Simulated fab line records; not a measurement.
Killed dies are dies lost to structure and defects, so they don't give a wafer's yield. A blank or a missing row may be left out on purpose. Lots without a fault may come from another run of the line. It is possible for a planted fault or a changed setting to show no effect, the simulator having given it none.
What tool caused it? :: flow rit cmos :: at 1 step of a route of 202, 15 lots with 45 wafers sampled

## WHAT THE GAUGES READ, wafer by wafer
No reading from a measuring or inspecting step in the record can be judged against a usual standard deviation.

## WHAT TOOL EACH LOT RAN ON (gives the tool, then ch and the chambers of the sampled wafers, and finally the start)
lot: L399
RIT_GATE_EXPOSE_13: iline stepper-01 ch 0, day 3 01:55

lot: L400
RIT_GATE_EXPOSE_13: iline stepper-01 ch 0, day 3 08:23

lot: L401
RIT_GATE_EXPOSE_13: iline stepper-02 ch 0, day 3 11:43

lot: L402
RIT_GATE_EXPOSE_13: iline stepper-01 ch 0, day 3 20:34

lot: L403
RIT_GATE_EXPOSE_13: iline stepper-02 ch 0, day 3 23:33

lot: L406
RIT_GATE_EXPOSE_13: iline stepper-01 ch 0, day 4 10:55

lot: L410
RIT_GATE_EXPOSE_13: iline stepper-01, day 5 05:51

lot: L411
RIT_GATE_EXPOSE_13: iline stepper-01, day 5 09:25

lot: L412
RIT_GATE_EXPOSE_13: iline stepper-01, day 5 10:47

lot: L413
RIT_GATE_EXPOSE_13: iline stepper-01 ch 0, day 5 20:53

lot: L414
RIT_GATE_EXPOSE_13: iline stepper-01 ch 0, day 6 01:29

lot: L415
RIT_GATE_EXPOSE_13: iline stepper-01 ch 0, day 6 07:04

lot: L416
RIT_GATE_EXPOSE_13: iline stepper-02 ch 0, day 6 11:02

lot: L417
RIT_GATE_EXPOSE_13: iline stepper-02 ch 0, day 6 12:45

lot: L421
RIT_GATE_EXPOSE_13: iline stepper-01 ch 0, day 7 17:25
- RIT_GATE_EXPOSE_13: exposes mask M6, target cd 150 nm.

## AS READ BY THE TOOLS THEMSELVES (means over the sampled wafers that have a number; for cases with no such wafer, the mark the record gives instead)
RIT_GATE_EXPOSE_13.
lot: L399
tool: iline stepper-01
exposure dose mJ cm2: 380.1
focus offset nm (nm): -0.4

lot: L400
tool: iline stepper-01
exposure dose mJ cm2: 379.8
focus offset nm (nm): 0.2

lot: L401
tool: iline stepper-02
exposure dose mJ cm2: 379.5
focus offset nm (nm): 0.3

lot: L402
tool: iline stepper-01
exposure dose mJ cm2: 379.8
focus offset nm (nm): 0.1

lot: L403
tool: iline stepper-02
exposure dose mJ cm2: 379.7
focus offset nm (nm): 0.2

lot: L406
tool: iline stepper-01
exposure dose mJ cm2: 380.3
focus offset nm (nm): 0.0

lot: L410
tool: iline stepper-01
exposure dose mJ cm2: -
focus offset nm (nm): -

lot: L411
tool: iline stepper-01
exposure dose mJ cm2: -
focus offset nm (nm): -

lot: L412
tool: iline stepper-01
exposure dose mJ cm2: -
focus offset nm (nm): -

lot: L413
tool: iline stepper-01
exposure dose mJ cm2: 379.8
focus offset nm (nm): -0.1

lot: L414
tool: iline stepper-01
exposure dose mJ cm2: 380.0
focus offset nm (nm): -0.8

lot: L415
tool: iline stepper-01
exposure dose mJ cm2: 380.6
focus offset nm (nm): 0.1

lot: L416
tool: iline stepper-02
exposure dose mJ cm2: 380.1
focus offset nm (nm): -0.1

lot: L417
tool: iline stepper-02
exposure dose mJ cm2: 380.2
focus offset nm (nm): -0.0

lot: L421
tool: iline stepper-01
exposure dose mJ cm2: 379.8
focus offset nm (nm): 0.3

## THE ANSWER, worked out from the rows above alone
Rule: the lots themselves supply what counts as usual. The widest of any qualifying gaps counts: lots, ordered by their means at a reading, are off when they make up no more than a third of the lots, leave a main group of 4 or more, and stand apart from it by 3 or more times the standard deviation of that group's means. If all means in a main group match to the digits the tables above print for the reading, that group is not used. Also off: a lot with no number at a reading for which 4 or more lots have one. Where the step has rows for the other lots, those lots are counted as sound. First the gauges in route order, then the tools' own readings, where a lot's mean is used as printed above. The first step at which some lot is off is used, and at that step the reading that is off furthest; a lot without a number counts as furthest.
Off: L410, L411, L412 (RIT_GATE_EXPOSE_13, exposure dose mJ cm2). Without a number there: L410, L411, L412. Mean 380.0 and standard deviation 0.29 in the main group.
If a tool, at that step or one of the process steps before it, ran each lot that is off and ran no sound lot following the first of them, it fits. None of those tried fits.

## WHAT THE SIMULATOR PUT IN
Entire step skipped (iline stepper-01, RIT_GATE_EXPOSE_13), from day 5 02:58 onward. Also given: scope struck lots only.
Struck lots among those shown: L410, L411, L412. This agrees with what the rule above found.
